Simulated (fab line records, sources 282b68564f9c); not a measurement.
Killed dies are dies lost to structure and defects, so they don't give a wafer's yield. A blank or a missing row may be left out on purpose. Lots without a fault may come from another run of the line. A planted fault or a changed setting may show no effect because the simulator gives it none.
Which tool did it? | flow rit_cmos | 14 lots, 42 wafers sampled, at 3 steps of a route of 202

WHAT THE GAUGES READ, wafer by wafer
RIT_NWELL_TW_MEAS_10. Usual: NWELL_TW 2149, standard deviation 24.
lot  | measured    | on            | NWELL_TW       | flag
L422 | day 1 21:46 | film_metro-02 | 2120 2114 2112 |
L423 | day 2 05:15 | film_metro-04 | 2138 2152 2139 |
L424 | day 2 08:14 | film_metro-01 | 2182 2180 2176 |
L426 | day 2 17:07 | film_metro-01 | 2188 2166 2171 |
L427 | day 2 21:59 | film_metro-02 | 2124 2127 2129 |
L428 | day 3 03:41 | film_metro-01 | 2175 2166 2158 |
L430 | day 3 14:09 | film_metro-01 | 2167 2160 2164 |
L431 | day 3 18:59 | film_metro-01 | 2175 2167 2169 |
L432 | day 3 23:20 | film_metro-02 | 2114 2122 2121 |
L433 | day 4 04:02 | film_metro-01 | 2176 2172 2178 |
L434 | day 4 08:54 | film_metro-04 | 2167 2159 2161 |
L437 | day 5 01:34 | film_metro-04 | 2145 2144 2141 |
L441 | day 5 22:47 | film_metro-02 | 1903 1901 1908 | OFF
L443 | day 6 09:19 | film_metro-02 | 1904 1918 1912 | OFF

RIT_WELLDRIVE_RS_MEAS_01: measures by four-point-probe. Usual: NWELL_RS 275.2 ohm/sq, standard deviation 0.77.
lot  | measured    | on            | NWELL_RS (ohm/sq) | flag
L422 | day 2 05:34 | film_metro-01 | 275.8 276.4 275.7 |
L423 | day 2 11:58 | film_metro-04 | 276.2 275.6 275.9 |
L424 | day 2 15:26 | film_metro-04 | 275.3 275.5 274.6 |
L426 | day 2 23:56 | film_metro-04 | 275.0 274.2 274.8 |
L427 | day 3 05:03 | film_metro-02 | 275.6 275.9 274.9 |
L428 | day 3 10:31 | film_metro-02 | 273.9 274.9 275.0 |
L430 | day 3 20:51 | film_metro-02 | 275.1 274.8 275.7 |
L431 | day 4 01:44 | film_metro-02 | 275.5 274.5 275.0 |
L432 | day 4 06:34 | film_metro-04 | 274.4 274.5 275.1 |
L433 | day 4 10:44 | film_metro-02 | 275.5 275.2 274.8 |
L434 | day 4 15:50 | film_metro-01 | 274.6 274.0 273.7 |
L437 | day 5 08:23 | film_metro-01 | 276.2 276.8 276.6 |
L441 | day 6 05:37 | film_metro-04 | 335.9 335.5 337.6 | OFF
L443 | day 6 16:23 | film_metro-02 | 334.8 335.9 334.7 | OFF

WHICH TOOL RAN EACH LOT (tool, then ch and the chambers of the sampled wafers, then the start)
lot  | RIT_NWELL_IMPLANT_08
L422 | implanter-02 ch 0, day 1 21:29
L423 | implanter-03 ch 0, day 2 04:58
L424 | implanter-02 ch 0, day 2 07:55
L426 | implanter-03 ch 0, day 2 16:48
L427 | implanter-03 ch 0, day 2 21:41
L428 | implanter-03 ch 0, day 3 03:22
L430 | implanter-02 ch 0, day 3 13:49
L431 | implanter-02 ch 0, day 3 18:40
L432 | implanter-03 ch 0, day 3 23:01
L433 | implanter-01 ch 0, day 4 03:43
L434 | implanter-01 ch 0, day 4 08:35
L437 | implanter-02 ch 0, day 5 01:14
L441 | implanter-02 ch 0, day 5 22:29
L443 | implanter-02 ch 0, day 6 08:59
- RIT_NWELL_IMPLANT_08

WHAT THE TOOLS THEMSELVES READ (means of the sampled wafers that have a number; where no wafer has one, the mark that the record gives instead)
RIT_NWELL_IMPLANT_08. Usual: beam_energy_keV 170.00, standard deviation 0.051; beam_on_s 10.00 s, standard deviation 0.2; dose_ions_cm2 5.001e+13, standard deviation 5.5e+10; faraday_current_uA 159, standard deviation 3.2.
lot  | tool         | beam_energy_keV | beam_on_s (s) | dose_ions_cm2 | faraday_current_uA | flag
L422 | implanter-02 | 169.96          | 10.04         | 4.992e+13     | 158                |
L423 | implanter-03 | 169.96          | 9.98          | 5.000e+13     | 159                |
L424 | implanter-02 | 169.99          | 9.94          | 4.996e+13     | 160                |
L426 | implanter-03 | 170.00          | 10.01         | 4.999e+13     | 159                |
L427 | implanter-03 | 170.02          | 10.05         | 5.005e+13     | 157                |
L428 | implanter-03 | 170.01          | 10.06         | 5.004e+13     | 157                |
L430 | implanter-02 | 170.07          | 9.94          | 4.996e+13     | 159                |
L431 | implanter-02 | 170.01          | 10.27         | 4.998e+13     | 154                |
L432 | implanter-03 | 170.08          | 10.16         | 5.009e+13     | 156                |
L433 | implanter-01 | 169.98          | 10.04         | 5.003e+13     | 158                |
L434 | implanter-01 | 169.98          | 10.02         | 5.009e+13     | 158                |
L437 | implanter-02 | 170.02          | 9.90          | 5.001e+13     | 160                |
L441 | implanter-02 | 169.95          | 9.97          | 3.624e+13     | 116                | OFF
L443 | implanter-02 | 169.99          | 9.93          | 3.620e+13     | 116                | OFF

THE ANSWER, worked out from the rows above alone
Rule: a lot is off if the mean of its wafers that have a number lies more than 3 standard deviations from the usual mean. A lot without any number at a reading at which 4 lots or more have one is off too. The other lots that the step has rows for count as sound. The gauges are gone through in route order, then the tools' own readings, and for those a lot's mean is taken as printed above. The first step at which some lot is off is used, and at that step the reading that is off furthest; a lot without a number counts as furthest.
Off: L441, L443, at RIT_NWELL_TW_MEAS_10 (NWELL_TW).
A tool fits if, at a process step before that reading, it ran every lot that is off, and no sound lot after the first of them. The gauges at RIT_NWELL_TW_MEAS_10 aren't tried: what is off there is off at RIT_NWELL_IMPLANT_08 too, on other tools, and a gauge's error can't cause that. One fits: implanter-02 at RIT_NWELL_IMPLANT_08. Its last sound lot is L437 (day 5 01:14), its first lot that is off L441 (day 5 22:29): a fault that began between those two fits.
The tool's own readings at RIT_NWELL_IMPLANT_08 bear it out: on the lots that are off they differ by more than 5 times the standard deviation of the sound lots' means. dose_ions_cm2 reads 3.622e+13 there against 5.001e+13 on the sound lots; faraday_current_uA reads 116 there against 158 on the sound lots.

WHAT THE SIMULATOR HAD PUT IN
Process parameter drift: implanter-02, from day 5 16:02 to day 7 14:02, at RIT_NWELL_IMPLANT_08. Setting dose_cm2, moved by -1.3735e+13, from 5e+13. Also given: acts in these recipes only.
Lots struck among those shown: L441, L443. The rule above found the same.
